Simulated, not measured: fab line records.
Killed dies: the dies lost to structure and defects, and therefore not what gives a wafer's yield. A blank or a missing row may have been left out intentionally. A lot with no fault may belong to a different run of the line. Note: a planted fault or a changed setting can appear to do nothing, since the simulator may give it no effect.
A lot that was struck, set against a sound lot ; flow berkeley cmos170 ; 28 steps out of a route of 331
Sound: wafers L566.4, L566.5, L566.6. Wafers L571.2, L571.4, L571.6 were the ones struck. At the end, the cause is stated.
Each step with rows lists, per side, the tool, then ch with its chambers, then its first start. Under that, the readings that differ: sound wafers ; struck wafers ; difference of the means ; sigmas: that difference in standard deviations of wafers without a fault.
alike: a reading whose means differ by less than 2 such deviations, as well as words and numbers matching on both sides. not compared: withheld readings; readings where some wafer has no value; bounds like >300 that might hide an equal value; numbers whose values overlap and for which the record gives no deviation.
A row with sigmas, a row that says differs or no value, or rows on one side alone: a step with any of these is where the two part. Non-overlapping numbers with no deviation appear without sigmas and do not part them. A reading missing from all wafers of one side parts the sides only when that side holds two or more wafers.

UCB170_GATE_CD_MEAS_90: target cd 350 nm.
  struck on cd sem-02, day 8 01:18; sound on cd sem-02, day 7 03:32
  alike: cd nm
then, 7 steps without rows for these wafers: UCB170_GATE_CLEAN_17 (cleans in SPM, time 600 s); UCB170_PLDD_HMDS_00 (prime time 60 s); UCB170_PLDD_COAT_01 (resist thk 900 nm); UCB170_PLDD_SOFTBAKE_02 (time 60 s); UCB170_PLDD_EXPOSE_03 (exposes mask PSELECT, target cd 1200 nm); UCB170_PLDD_PEB_04; UCB170_PLDD_DEVELOP_05 (develop time 45 s).
UCB170_PLDD_CD_MEAS_06: target cd 1200 nm.
  struck on cd sem-02, day 8 02:35; sound on cd sem-01, day 7 05:19
  alike: cd nm
UCB170_PLDD_OVL_MEAS_07:
  struck on overlay-01, day 8 02:41; sound on overlay-01, day 7 05:23
  alike: PLDD_OVL
then, 2 steps without rows for these wafers: UCB170_PLDD_IMPLANT_08; UCB170_PLDD_IMPLANT_09.
UCB170_PLDD_STRIP_10: strips in O2.
  sound on plasma asher-03 ch 0,1, day 7 05:44; struck on plasma asher-01 ch 0,1, day 8 03:01
  no value came back on the struck wafers for chamber pressure mTorr (mTorr), drypump motor current A (A), oes product au (a.u.), strip time to endpoint s (s); on the sound wafers chamber pressure mTorr (mTorr) reads 3497 3497 3503
reading;sound;struck;difference;sigmas
model.KrF_of_PLDD_COAT_01.thk nm (nm);0 0 0;887.3 885.8 887;+886.7;
  not compared: rf hours counter h
UCB170_PLDD_TW_MEAS_11:
  struck on film metro-03, day 8 03:08; sound on film metro-02, day 7 05:50
  alike: PLDD_TW
then, 7 steps without rows for these wafers: UCB170_PLDD_CLEAN_12 (cleans in SPM, time 600 s); UCB170_NLDD_HMDS_00 (prime time 60 s); UCB170_NLDD_COAT_01 (resist thk 900 nm); UCB170_NLDD_SOFTBAKE_02 (time 60 s); UCB170_NLDD_EXPOSE_03 (exposes mask NSELECT, target cd 1200 nm); UCB170_NLDD_PEB_04; UCB170_NLDD_DEVELOP_05 (develop time 45 s).
UCB170_NLDD_CD_MEAS_06: target cd 1200 nm.
  struck on cd sem-02, day 8 04:24; sound on cd sem-01, day 7 08:41
  alike: cd nm
UCB170_NLDD_OVL_MEAS_07:
  struck on overlay-01, day 8 04:30; sound on overlay-01, day 7 08:46
  alike: NLDD_OVL
then, 2 steps without rows for these wafers: UCB170_NLDD_IMPLANT_08; UCB170_NLDD_IMPLANT_09.
UCB170_NLDD_STRIP_10: strips in O2.
  sound on plasma asher-04 ch 0,1, day 7 09:07; struck on plasma asher-04 ch 0,1, day 8 04:50
reading;sound;struck;difference;sigmas
strip time to endpoint s (s);21.56 21.62 21.62;47.91 47.84 47.94;+26.30;+99 or more
  alike: chamber pressure mTorr, drypump motor current A, oes product au
  not compared: rf hours counter h
UCB170_NLDD_TW_MEAS_11:
  struck on film metro-02, day 8 04:56; sound on film metro-03, day 7 09:13
reading;sound;struck;difference;sigmas
NLDD_TW;2254 2257 2237;30 30 30;-2219;-99 or more
then, 1 step without rows for these wafers: UCB170_NLDD_CLEAN_12 (cleans in SPM, time 600 s).

== WHERE THEY PART ==
First at UCB170_PLDD_STRIP_10; last, within this record, at UCB170_NLDD_TW_MEAS_11.

WHY: whatever the simulator had introduced
Whole step skipped at UCB170_PLDD_STRIP_10 on plasma asher-01, starting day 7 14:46. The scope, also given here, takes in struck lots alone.
